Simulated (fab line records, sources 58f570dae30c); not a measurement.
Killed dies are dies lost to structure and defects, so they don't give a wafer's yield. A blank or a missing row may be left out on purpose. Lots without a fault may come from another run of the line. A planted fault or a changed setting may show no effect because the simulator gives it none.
Which tool did it? | flow berkeley_cmos170 | 15 lots, 45 wafers sampled, at 5 steps of a route of 331

WHAT THE GAUGES READ, wafer by wafer
UCB170_START_BOW_MEAS_00. Usual: INCOMING_BOW 0 um, standard deviation 6.1.
lot  | measured    | on            | INCOMING_BOW (um) | flag
L881 | day 1 10:00 | film_metro-01 | -4 -2 -8          |
L882 | day 1 15:02 | film_metro-02 | 4 5 -8            |
L883 | day 1 20:02 | film_metro-04 | 3 3 7             |
L885 | day 2 06:01 | film_metro-02 | -2 3 2            |
L886 | day 2 11:00 | film_metro-04 | 11 7 -3           |
L887 | day 2 16:01 | film_metro-02 | -7 -8 13          |
L888 | day 2 21:01 | film_metro-02 | -5 -2 0           |
L891 | day 3 12:01 | film_metro-02 | -9 -13 -2         |
L892 | day 3 17:02 | film_metro-01 | 0 -5 3            |
L893 | day 3 22:01 | film_metro-02 | 0 8 -2            |
L894 | day 4 03:02 | film_metro-02 | 4 1 1             |
L895 | day 4 08:00 | film_metro-01 | -4 4 2            |
L896 | day 4 13:05 | film_metro-02 | -1 -1 -6          |
L897 | day 4 18:02 | film_metro-04 | -2 2 12           |
L898 | day 4 23:02 | film_metro-04 | 3 3 -1            |

UCB170_PFIELD_OVL_MEAS_06. Usual: PFIELD_OVL -3 nm, standard deviation 6.3.
lot  | measured    | on         | PFIELD_OVL (nm) | flag
L881 | day 5 09:23 | overlay-01 | -2 10 5         |
L882 | day 5 08:53 | overlay-01 | -3 2 -8         |
L883 | day 5 09:09 | overlay-01 | 0 3 0           |
L885 | day 5 20:55 | overlay-02 | 9 4 -7          |
L886 | day 5 20:13 | overlay-02 | -9 0 -15        |
L887 | day 6 08:05 | overlay-01 | -11 -9 -10      |
L888 | day 6 08:29 | overlay-01 | -8 -10 -10      |
L891 | day 7 04:25 | overlay-02 | 9 0 -3          |
L892 | day 7 04:40 | overlay-02 | -10 -3 -11      |
L893 | day 7 04:53 | overlay-02 | -7 -7 -2        |
L894 | day 7 19:21 | overlay-02 | -1 -2 3         |
L895 | day 7 19:47 | overlay-02 | -8 -7 -5        |
L896 | day 8 03:07 | overlay-02 | -2 -2 5         |
L897 | day 8 03:03 | overlay-02 | 4 12 5          |
L898 | day 8 03:24 | overlay-02 | -15 -9 -18      |

UCB170_GATE_THK_MEAS_02. Usual: GATE_OXIDE_THK 6.56 nm, standard deviation 0.17.
lot  | measured    | on            | GATE_OXIDE_THK (nm) | flag
L881 | day 7 03:17 | film_metro-04 | 6.66 6.65 6.58      |
L882 | day 7 03:18 | film_metro-03 | 6.71 6.67 6.78      |
L883 | day 7 03:18 | film_metro-02 | 6.53 6.46 6.61      |
L885 | day 7 14:32 | film_metro-02 | 6.44 6.59 6.60      |
L886 | day 7 14:32 | film_metro-03 | 6.62 6.65 6.71      |
L887 | day 8 03:36 | film_metro-04 | 6.67 6.75 6.82      |
L888 | day 8 03:40 | film_metro-04 | 6.86 6.87 6.80      |
L891 | day 8 23:44 | film_metro-04 | 5.14 5.23 5.40      | OFF
L892 | day 8 23:44 | film_metro-03 | 5.54 5.51 5.47      | OFF
L893 | day 8 23:44 | film_metro-02 | 5.45 5.47 5.47      | OFF
L894 | day 9 10:32 | film_metro-03 | 6.70 6.77 6.70      |
L895 | day 9 10:31 | film_metro-02 | 6.95 6.99 7.01      |
L896 | day 9 22:40 | film_metro-02 | 6.45 6.39 6.46      |
L897 | day 9 22:43 | film_metro-03 | 6.34 6.37 6.51      |
L898 | day 9 22:37 | film_metro-02 | 6.58 6.54 6.58      |

UCB170_NLDD_OVL_MEAS_07. Usual: NLDD_OVL -3 nm, standard deviation 4.8.
lot  | measured     | on         | NLDD_OVL (nm) | flag
L881 | day 7 18:27  | overlay-02 | -4 -1 -3      |
L882 | day 7 17:14  | overlay-02 | 1 1 -7        |
L883 | day 7 17:34  | overlay-02 | 0 -3 -9       |
L885 | day 8 02:26  | overlay-02 | -6 -8 -7      |
L886 | day 8 01:43  | overlay-02 | 4 -7 -1       |
L887 | day 8 17:53  | overlay-02 | -4 5 5        |
L888 | day 8 17:24  | overlay-02 | -2 -4 -3      |
L891 | day 9 13:13  | overlay-02 | -2 6 3        |
L892 | day 9 12:13  | overlay-02 | -2 -3 1       |
L893 | day 9 12:29  | overlay-01 | 3 -3 -1       |
L894 | day 9 22:34  | overlay-01 | -9 -4 6       |
L895 | day 9 22:50  | overlay-01 | 3 3 8         |
L896 | day 10 16:37 | overlay-01 | 1 -10 -13     |
L897 | day 10 17:09 | overlay-02 | -3 -12 -3     |
L898 | day 10 18:00 | overlay-02 | -1 -7 -4      |

WHICH TOOL RAN EACH LOT (tool, then ch and the chambers of the sampled wafers, then the start)
lot  | UCB170_GATE_OXIDATION_01
L881 | furnace-04 ch 0, day 7 01:47
L882 | furnace-04 ch 0, day 7 01:47
L883 | furnace-04 ch 0, day 7 01:47
L885 | furnace-04 ch 0, day 7 13:02
L886 | furnace-04 ch 0, day 7 13:02
L887 | furnace-01 ch 0, day 8 02:05
L888 | furnace-01 ch 0, day 8 02:05
L891 | furnace-02 ch 0, day 8 22:13
L892 | furnace-02 ch 0, day 8 22:13
L893 | furnace-02 ch 0, day 8 22:13
L894 | furnace-01 ch 0, day 9 09:01
L895 | furnace-01 ch 0, day 9 09:01
L896 | furnace-04 ch 0, day 9 21:05
L897 | furnace-04 ch 0, day 9 21:05
L898 | furnace-04 ch 0, day 9 21:05
- UCB170_GATE_OXIDATION_01: target thk 6.6 nm, ox time 1800 s.

WHAT THE TOOLS THEMSELVES READ (means of the sampled wafers that have a number; where no wafer has one, the mark that the record gives instead)
UCB170_GATE_OXIDATION_01. Usual: spike_tc_centre_C 853.0 C, standard deviation 1.5; spike_tc_load_C 871.3 C, standard deviation 2; spike_tc_source_C 872.1 C, standard deviation 2.8; tube_center_temp_C 850 C, standard deviation 0.083; tube_center_temp_C_max 852.2, standard deviation 0.38.
lot  | tool       | spike_tc_centre_C (C) | spike_tc_load_C (C) | spike_tc_source_C (C) | tube_center_temp_C (C) | tube_center_temp_C_max | flag
L881 | furnace-04 | 853.0                 | 873.4               | 873.3                 | 850                    | 852.2                  |
L882 | furnace-04 | 852.5                 | 873.9               | 874.6                 | 850                    | 851.9                  |
L883 | furnace-04 | 852.8                 | 872.9               | 873.6                 | 850                    | 852.1                  |
L885 | furnace-04 | 852.0                 | 874.7               | 874.4                 | 850                    | 851.9                  |
L886 | furnace-04 | 851.6                 | 874.2               | 873.9                 | 850                    | 852.7                  |
L887 | furnace-01 | 850.9                 | 871.2               | 876.6                 | 850                    | 852.0                  |
L888 | furnace-01 | 851.5                 | 869.6               | 876.0                 | 850                    | 852.3                  |
L891 | furnace-02 | 840.6                 | 856.0               | 856.0                 | 836                    | 838.2                  | OFF
L892 | furnace-02 | 840.5                 | 854.8               | 854.8                 | 836                    | 838.2                  | OFF
L893 | furnace-02 | 840.1                 | 854.9               | 856.4                 | 836                    | 838.0                  | OFF
L894 | furnace-01 | 851.8                 | 870.5               | 875.9                 | 850                    | 852.0                  |
L895 | furnace-01 | 851.1                 | 870.1               | 876.8                 | 850                    | 852.2                  |
L896 | furnace-04 | 852.7                 | 873.2               | 873.5                 | 850                    | 852.1                  |
L897 | furnace-04 | 852.5                 | 873.0               | 873.5                 | 850                    | 852.9                  |
L898 | furnace-04 | 852.5                 | 873.5               | 874.0                 | 850                    | 851.8                  |

THE ANSWER, worked out from the rows above alone
Rule: a lot is off if the mean of its wafers that have a number lies more than 3 standard deviations from the usual mean. A lot without any number at a reading at which 4 lots or more have one is off too. The other lots that the step has rows for count as sound. The gauges are gone through in route order, then the tools' own readings, and for those a lot's mean is taken as printed above. The first step at which some lot is off is used, and at that step the reading that is off furthest; a lot without a number counts as furthest.
Off: L891, L892, L893, at UCB170_GATE_THK_MEAS_02 (GATE_OXIDE_THK).
A tool fits if, at a process step before that reading, it ran every lot that is off, and no sound lot after the first of them. The gauges at UCB170_GATE_THK_MEAS_02 aren't tried: what is off there is off at UCB170_GATE_OXIDATION_01 too, on other tools, and a gauge's error can't cause that. One fits: furnace-02 at UCB170_GATE_OXIDATION_01. It ran no sound lot before its first lot that is off in this sample, so the start can't be narrowed down.
The tool's own readings at UCB170_GATE_OXIDATION_01 bear it out: on the lots that are off they differ by more than 5 times the standard deviation of the sound lots' means. spike_tc_centre_C reads 840.4 C there against 852.1 C on the sound lots; spike_tc_load_C reads 855.2 C there against 872.5 C on the sound lots; spike_tc_source_C reads 855.7 C there against 874.7 C on the sound lots; tube_center_temp_C reads 836 C there against 850 C on the sound lots; tube_center_temp_C_max reads 838.1 there against 852.2 on the sound lots.

WHAT THE SIMULATOR HAD PUT IN
Process parameter drift: furnace-02, from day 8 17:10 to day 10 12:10, at UCB170_GATE_OXIDATION_01. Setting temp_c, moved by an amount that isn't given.
Lots struck among those shown: L891, L892, L893. The rule above found the same.
